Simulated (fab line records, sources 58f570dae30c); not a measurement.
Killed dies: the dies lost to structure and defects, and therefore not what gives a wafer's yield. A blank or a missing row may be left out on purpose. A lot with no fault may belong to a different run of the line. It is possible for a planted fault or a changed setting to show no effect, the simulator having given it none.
Problem report, 8D (eight disciplines) form, completed by code || flow berkeley_cmos170 || the parts of the form that need people (team, actions taken, sign-off) are left out

1. PROBLEM STATEMENT
Wafers without a fault read 2.0004e+12, standard deviation 2.3e+09; dose_ions_cm2 at UCB170_PVT_IMPLANT_07 reads a mean of 1.9255e+12 on 6 wafers belonging to 2 lots. Relative to the usual mean, that is a shift of -33 standard deviations.
Earliest sighting: wafer L850.1 on implanter-04 at day 9 16:41. At this step, 18 wafers from 6 lots have a number in the record. The rule behind "out" and "out of limits": a value lying over 4 standard deviations away from the usual mean. All remaining wafers that have a number are taken as sound.

2. WHAT IT IS; WHAT IT IS NOT
{"question": "which readings at this step", "is": "dose_ions_cm2", "is not": "-"}
{"question": "which lots", "is": "L850, L853", "is not": "L837, L843, L848, L849"}
{"question": "which wafers of those lots", "is": "all that have a number", "is not": "-"}
{"question": "read on which tools", "is": "implanter-04", "is not": "implanter-02"}
{"question": "when", "is": "from day 9 16:41", "is not": "up to then (12 sound wafers)"}

3. SUSPECTS, AND WHAT RULES EACH OUT
Counting: any tool at a process step up to the reading is kept as a suspect provided that every lot that is out went through it and no sound lot did after the first of them.
- plasma_asher-03 at UCB170_NVT_STRIP_08 (strips in O2): kept. Every lot that is out went through it, starting with L850 (day 9 12:28), and after that it ran no sound lot; the last sound lot it ran before then is L843 (day 8 07:02).
- implanter-04 at UCB170_PVT_IMPLANT_07: kept. Every lot that is out went through it, starting with L850 (day 9 16:41), and after that it ran no sound lot; the last sound lot it ran before then is L849 (day 9 15:53). Out on those wafers are its own readings of dose_ions_cm2.
After counting, plasma_asher-03 at UCB170_NVT_STRIP_08 and implanter-04 at UCB170_PVT_IMPLANT_07 remain.

4. THE CAUSE (what the simulator had put in)
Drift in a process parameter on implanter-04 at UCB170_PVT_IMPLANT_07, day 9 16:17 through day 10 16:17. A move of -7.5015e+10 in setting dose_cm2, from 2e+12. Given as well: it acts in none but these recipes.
Counting left 2 suspects, and this tool is among them.

5. THE CHAIN OF EFFECTS, in route order
Each row: a reading whose mean over the struck wafers that have a number lies more than 3 standard deviations from the usual. Readings are gone through only where the record gives a usual standard deviation; hours: the median, over the lots, of the time from a lot's start at the first step in this table giving one to that lot's start at this step; sigmas: the change measured in usual standard deviations.
{"hours": 0, "step": "UCB170_PVT_IMPLANT_07", "reading": "dose_ions_cm2", "usual": 2.0004e+12, "on struck wafers": 1.9255e+12, "change": -7.4933e+10, "sigmas": -33}
Its process steps:
- UCB170_PVT_IMPLANT_07

6. WHAT WOULD HAVE CAUGHT IT SOONER
In this record no reading fell out of limits until day 9 16:41, 0 hours after the fault had begun at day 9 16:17.
